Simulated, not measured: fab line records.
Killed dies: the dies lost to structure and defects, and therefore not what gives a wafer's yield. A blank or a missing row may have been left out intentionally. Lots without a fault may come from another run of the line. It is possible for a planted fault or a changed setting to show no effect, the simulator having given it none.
One fault seen from 2 desks | flow ritCmos | each desk holds nothing but its own numbers, with what lay behind them at the end

== AT THE TOOL OWNER'S DESK: rieMetal-03 ==
The tool's own readings at RIT_M1_METAL_ETCH_12 (etches Al in Cl2/BCl3, stops on SiO2, time 165 s, target depth 600 nm): means of the sampled wafers that have a number, for each lot that ran on this tool. A lot is out of limits, marked OUT, if its mean lies more than 4 standard deviations from the usual mean; the brackets give that distance.
Columns: A = bcl3FlowSccm at RIT_M1_METAL_ETCH_12, usual 50.02 sccm; B = drypumpMotorCurrentA at RIT_M1_METAL_ETCH_12, usual 5.6 A; C = oesProductAu at RIT_M1_METAL_ETCH_12, usual 0.785 a.u.; D = rfFwdPowerW at RIT_M1_METAL_ETCH_12, usual 248.9 W; E = throttleValvePct at RIT_M1_METAL_ETCH_12, usual 8.36 %
lot  | first seen here | A     | B   | C     | D               | E
L583 | day 5 05:53     | 49.98 | 5.2 | 0.790 | 248.7           | 8.38
L589 | day 6 13:17     | 50.15 | 5.2 | 0.801 | 228.8 (-28) OUT | 8.36
L591 | day 7 00:35     | 49.88 | 5.2 | 0.789 | 240.1 (-12) OUT | 8.35
This desk's verdict: out of limits on L589, L591, starting with L589 at day 6 13:17 (rfFwdPowerW at RIT_M1_METAL_ETCH_12). L583 stayed within limits.

== FROM THE METROLOGY DESK ==
Lot by lot, what the gauges showed, no matter which tool ran the lot: averages of those sampled wafers that carry a number. A lot is out of limits, marked OUT, if its mean lies more than 4 standard deviations from the usual mean; the brackets give that distance.
Columns: A = M1_AL_RS at RIT_M1_RS_MEAS_01, usual 0.0734 ohm/sq; B = M1_AL_THK at RIT_M1_THK_MEAS_02, usual 397 nm; C = cdNm at RIT_M1_CD_MEAS_09, usual 2600.4 nm; D = M1_OVL at RIT_M1_OVL_MEAS_10, usual -1.0 nm
lot  | first seen here | A      | B   | C      | D
L583 | day 5 04:09     | 0.0742 | 394 | 2598.2 | -1.6
L587 | day 6 00:50     | 0.0730 | 398 | 2598.0 | -0.3
L589 | day 6 11:41     | 0.0724 | 402 | 2601.1 | 0.0
L591 | day 6 22:59     | 0.0728 | 400 | 2599.8 | -0.2
L595 | day 7 23:09     | 0.0729 | 401 | 2601.6 | -1.2
L596 | day 8 07:17     | 0.0744 | 391 | 2601.8 | -1.5
This desk's verdict: no lot among the 6 shows anything out of limits.

== ALL TOGETHER ==
The tool owner's desk had the chance to raise an alarm at day 6 13:17 on L589, L591.
At the metrology desk, nothing out of limits was observed.
The metrology desk holds a record of L589, L591, inside its limits.
Every lot named ran RIT_M1_METAL_ETCH_12 on rieMetal-03.

== WHAT WAS PUT IN BY THE SIMULATOR ==
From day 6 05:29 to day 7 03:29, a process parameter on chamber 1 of rieMetal-03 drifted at RIT_M1_METAL_ETCH_12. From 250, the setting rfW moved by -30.
Struck lots among those shown: L589, L591.
How many hours passed from the start of the fault until each desk's first out-of-limits reading: the tool owner's desk, 8.
